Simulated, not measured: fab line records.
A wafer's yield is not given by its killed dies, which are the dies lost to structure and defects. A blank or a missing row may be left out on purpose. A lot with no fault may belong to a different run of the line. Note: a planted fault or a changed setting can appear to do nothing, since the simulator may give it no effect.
Struck lot and sound lot, side by side || flow ritCmos || 30 steps out of a route of 202
Sound: the wafers L276.1, L276.2, L276.4. Struck: wafers L274.3, L274.5, L274.6. Last of all comes the cause.
Order at every step that has rows: each side's tool, ch and its chambers, its first start. Under that, the readings that differ: sound wafers || struck wafers || difference of the means || sigmas: that difference in standard deviations of wafers without a fault.
alike: words and numbers the same on both sides, and readings whose means are apart by under 2 such deviations; not compared: readings that were withheld, readings missing a value for some wafer, numbers with overlapping values and no deviation given by the record, and bounds like >300 which may hide the same value.
The two part at a step that has a row with sigmas, a row that says differs or no value, or rows on one side only. Numbers that have no deviation but don't overlap get no sigmas and don't part them. A reading that every wafer of one side lacks parts them only if that side has two wafers or more.

RIT_FOX2_THK_MEAS_01:
  sound on filmMetro-04, day 4 18:16; struck on filmMetro-03, day 4 08:20
{"reading": "FOX2_OXIDE_THK (nm)", "sound": "345 343 338", "struck": "359 358 359", "difference": "+17", "sigmas": "+2"}
then, 2 steps without rows for these wafers: RIT_FOX2_CLEAN_02 (cleans in dHF, time 180 s); RIT_FOX2_WET_ETCH_03 (etches Si3N4 in H3PO4, target depth 195 nm, time 2700 s).
RIT_FOX2_THK_MEAS_90:
  sound on filmMetro-01, day 4 19:09; struck on filmMetro-04, day 4 09:13
{"reading": "FIELD_OXIDE_LEFT_1_THK (nm)", "sound": "317 315 311", "struck": "331 331 332", "difference": "+17", "sigmas": "+2"}
then, 6 steps without rows for these wafers: RIT_NWELL_HMDS_00 (prime time 60 s); RIT_NWELL_COAT_01 (resist thk 1300 nm); RIT_NWELL_SOFTBAKE_02 (time 60 s); RIT_NWELL_EXPOSE_03 (exposes mask M2, target cd 43900 nm); RIT_NWELL_PEB_04; RIT_NWELL_DEVELOP_05 (develop time 68 s).
RIT_NWELL_OVL_MEAS_06:
  sound on overlay-01, day 4 20:18; struck on overlay-02, day 4 10:16
  alike: NWELL_OVL
then, 1 step without rows for these wafers: RIT_NWELL_HARDBAKE_07 (time 120 s).
RIT_NWELL_IMPLANT_08:
  sound on implanter-04 ch 0, day 4 20:35; struck on implanter-03 ch 0, day 4 10:55
RIT_NWELL_STRIP_09: strips in O2, time 180 s.
  sound on plasmaAsher-01 ch 0,1, day 4 20:44; struck on plasmaAsher-04 ch 0,1, day 4 11:04
  alike: drypumpMotorCurrentA, o2FlowSccm
  not compared: rfHoursCounterH
RIT_NWELL_TW_MEAS_10:
  sound on filmMetro-04, day 4 20:55; struck on filmMetro-02, day 4 11:13
{"reading": "NWELL_TW", "sound": "2162 2156 2146", "struck": "2640 2643 2642", "difference": "+487", "sigmas": "+17"}
then, 6 steps without rows for these wafers: RIT_PWELL_HMDS_00 (prime time 60 s); RIT_PWELL_COAT_01 (resist thk 1300 nm); RIT_PWELL_SOFTBAKE_02 (time 60 s); RIT_PWELL_EXPOSE_03 (exposes mask M3, target cd 43700 nm); RIT_PWELL_PEB_04; RIT_PWELL_DEVELOP_05 (develop time 68 s).
RIT_PWELL_OVL_MEAS_06:
  sound on overlay-02, day 4 21:59; struck on overlay-01, day 4 12:29
  alike: PWELL_OVL
then, 2 steps without rows for these wafers: RIT_PWELL_HARDBAKE_07 (time 120 s); RIT_PWELL_IMPLANT_08.
RIT_PWELL_STRIP_09: strips in O2, time 180 s.
  sound on plasmaAsher-03 ch 0,1, day 4 22:25; struck on plasmaAsher-03 ch 0,1, day 4 12:58
  alike: drypumpMotorCurrentA, o2FlowSccm
  not compared: rfHoursCounterH
RIT_PWELL_TW_MEAS_10:
  sound on filmMetro-02, day 4 22:35; struck on filmMetro-02, day 4 13:07
  alike: PWELL_TW
then, 1 step without rows for these wafers: RIT_WELLDRIVE_ANNEAL_00 (time 14700 s).
RIT_WELLDRIVE_RS_MEAS_01: a four-point-probe measurement.
  sound on filmMetro-04, day 5 04:26; struck on filmMetro-01, day 4 18:17
{"reading": "NWELL_RS (ohm/sq)", "sound": "275.5 275.3 275.5", "struck": "183.1 182.7 182.6", "difference": -92.6, "sigmas": "-99 or more"}
RIT_WELLDRIVE_RS_MEAS_02: a four-point-probe measurement.
  sound on filmMetro-04, day 5 04:34; struck on filmMetro-01, day 4 18:24
  alike: PWELL_RS
RIT_M1_PROBE_99:
  sound on prober-02, day 6 10:11; struck on prober-02, day 6 03:56
  alike: killedAtFrontEnd, killedDies, killedOpen, killedShort

WHERE THEY PART
First at RIT_FOX2_THK_MEAS_01; last, within this record, at RIT_WELLDRIVE_RS_MEAS_01. Later steps at which nothing parts them and some readings are alike: RIT_WELLDRIVE_RS_MEAS_02, RIT_M1_PROBE_99.

WHY: the cause the simulator had injected
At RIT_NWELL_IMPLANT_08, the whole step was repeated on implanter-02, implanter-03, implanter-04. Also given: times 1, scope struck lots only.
